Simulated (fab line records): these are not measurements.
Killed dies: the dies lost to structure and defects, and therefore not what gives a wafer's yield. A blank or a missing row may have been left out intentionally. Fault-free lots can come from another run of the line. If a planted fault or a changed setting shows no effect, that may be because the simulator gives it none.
2 desks looking at one fault    flow berkeleyCmos170    each desk has only its own numbers; what lay behind them comes last

== THE METROLOGY DESK ==
What the gauges read, lot by lot, whatever tool the lot ran on: means of the sampled wafers that have a number. Any lot whose mean is over 4 standard deviations away from the usual mean is out of limits and marked OUT; that distance is given in the brackets.
Columns: A = cdNm at UCB170_ACTIVE_CD_MEAS_90, usual 1200.0 nm
lot   first seen here  A
L554  day 5 09:46      1203.9
L553  day 5 10:03      1201.8
L555  day 5 17:13      1196.4
L556  day 5 20:46      1201.1
L559  day 6 07:14      1201.4
L560  day 6 07:19      1200.4
L562  day 6 18:40      1199.0
L563  day 7 02:25      1200.6
L569  day 8 16:14      1200.8
L571  day 8 16:22      1200.5
L573  day 9 05:23      1200.2
L574  day 9 05:38      1196.9
L576  day 9 15:20      1198.0
This desk's verdict: no lot among the 13 shows anything out of limits.

== AT THE TOOL OWNER'S DESK: rieDiel-01 ==
The tool's own readings at UCB170_ZERO_ETCH_06 (etches SiO2 in CHF3/CF4/Ar, time 12 s): means of the sampled wafers that have a number, for each lot that ran on this tool. Any lot whose mean is over 4 standard deviations away from the usual mean is out of limits and marked OUT; that distance is given in the brackets.
Columns: A = drypumpMotorCurrentA at UCB170_ZERO_ETCH_06, usual 5.6 A; B = oesProductAu at UCB170_ZERO_ETCH_06, usual 0.614 a.u.; C = rfFwdPowerW at UCB170_ZERO_ETCH_06, usual 491 W; D = throttleValvePct at UCB170_ZERO_ETCH_06, usual 9.23 %
lot   first seen here  A    B      C               D
L553  day 1 23:52      5.6  0.606  491             9.30
L555  day 2 08:41      5.5  0.613  493             9.20
L556  day 2 15:17      5.5  0.610  490             9.20
L563  day 4 00:10      5.5  0.614  492             9.20
L569  day 5 12:54      5.5  0.611  467 (-7.6) OUT  9.20
This desk's finding: out of limits on L569; first on L569, day 5 12:54 (rfFwdPowerW at UCB170_ZERO_ETCH_06). In limits: L553, L555, L556, L563.

== BROUGHT TOGETHER ==
At day 5 12:54, on L569, the tool owner's desk was in a position to raise an alarm.
The metrology desk saw nothing out of limits.
The metrology desk has L569 on record, within its limits.
Of the lots named, all ran UCB170_ZERO_ETCH_06 on rieDiel-01.

== WHAT THE SIMULATOR PUT IN ==
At UCB170_ZERO_ETCH_06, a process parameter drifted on rieDiel-01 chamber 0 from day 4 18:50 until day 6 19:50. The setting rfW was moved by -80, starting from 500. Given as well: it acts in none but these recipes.
Shown lots that were struck: L569.
Delay in hours, fault start to first out-of-limits reading, by desk: the tool owner's desk at 18.
